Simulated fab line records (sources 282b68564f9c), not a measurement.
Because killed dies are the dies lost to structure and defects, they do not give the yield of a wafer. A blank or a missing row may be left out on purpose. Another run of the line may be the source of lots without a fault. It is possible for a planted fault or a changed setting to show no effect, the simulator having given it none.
Comparing a struck lot with a sound one	flow ritCmos	14 steps out of a route of 202
Sound: wafers L731.2, L731.3, L731.5. Struck: wafers L734.1, L734.3, L734.4. The cause comes at the end.
For every step that has rows: the tool of each side, followed by ch and its chambers, followed by its first start. Under that, the readings that differ: sound wafers	struck wafers	difference of the means	sigmas: that difference in standard deviations of wafers without a fault.
alike: words and numbers the same on both sides, and readings whose means are apart by under 2 such deviations; not compared: readings that were withheld, readings missing a value for some wafer, numbers with overlapping values and no deviation given by the record, and bounds like >300 which may hide the same value.
The two part at a step that has a row with sigmas, a row that says differs or no value, or rows on one side only. Non-overlapping numbers with no deviation appear without sigmas and do not part them. A reading missing from all wafers of one side parts the sides only when that side holds two or more wafers.

RIT_CONTACT_ETCH_11: etches SiO2 in CHF3/CF4/Ar, stops on TiSi2, target depth 480 nm, time 320 s.
  sound on rieDiel-02 ch 2,3, day 4 05:59; struck on rieDiel-02 ch 1,2, day 4 19:57
reading	sound	struck	difference	sigmas
oesProductAu (a.u.)	0.965 0.993 0.964	1.002 0.990 0.993	+0.021	+2
  alike: drypumpMotorCurrentA, throttleValvePct
  not compared: rfHoursCounterH
RIT_CONTACT_STRIP_12: strips in O2, time 180 s.
  sound on plasmaAsher-02 ch 0,1, day 4 06:11; struck on plasmaAsher-03 ch 0,1, day 4 20:09
  alike: drypumpMotorCurrentA
  not compared: rfHoursCounterH
RIT_CONTACT_CD_MEAS_90: target cd 1000 nm.
  struck on cdSem-01, day 4 20:19; sound on cdSem-01, day 4 06:22
  alike: cdNm
then, 2 steps without rows for these wafers: RIT_CONTACT_CLEAN_13 (cleans in SC1, time 600 s); RIT_CONTACT_CLEAN_14 (cleans in SC2, time 600 s).
RIT_M1_SPUTTER_00: material Al, target thk 400 nm, time 488.3 s.
  struck on pvdSputter-04, day 4 20:47; sound on pvdSputter-02, day 4 06:49
  alike: throttleValvePct
RIT_M1_RS_MEAS_01: measurement is done with a four-point probe.
  struck on filmMetro-04, day 4 21:05; sound on filmMetro-04, day 4 07:08
  alike: M1_AL_RS
RIT_M1_THK_MEAS_02: measures by xrf.
  struck on filmMetro-04, day 4 21:13; sound on filmMetro-04, day 4 07:15
  alike: M1_AL_THK
then, 4 steps without rows for these wafers: RIT_M1_HMDS_03 (prime time 60 s); RIT_M1_COAT_04 (resist thk 1300 nm); RIT_M1_SOFTBAKE_05 (time 60 s); RIT_M1_EXPOSE_06 (exposes mask M12, target cd 2600 nm).
RIT_M1_PEB_07:
  struck on lithoTrack-03, day 4 21:50; sound on lithoTrack-04 ch 0, day 4 08:01
reading	sound	struck	difference	sigmas
exhaustPa (Pa)	43.9 45.5 43.4	- - -	no value on the struck wafers	
  not compared: chillPlateTempC, resistLineTempC
then, 1 step without rows for these wafers: RIT_M1_DEVELOP_08 (develop time 70.99 s).

== WHERE THEY PART ==
Last at RIT_M1_PEB_07 as far as this record goes, first at RIT_CONTACT_ETCH_11.

WHY: what had been put in by the simulator
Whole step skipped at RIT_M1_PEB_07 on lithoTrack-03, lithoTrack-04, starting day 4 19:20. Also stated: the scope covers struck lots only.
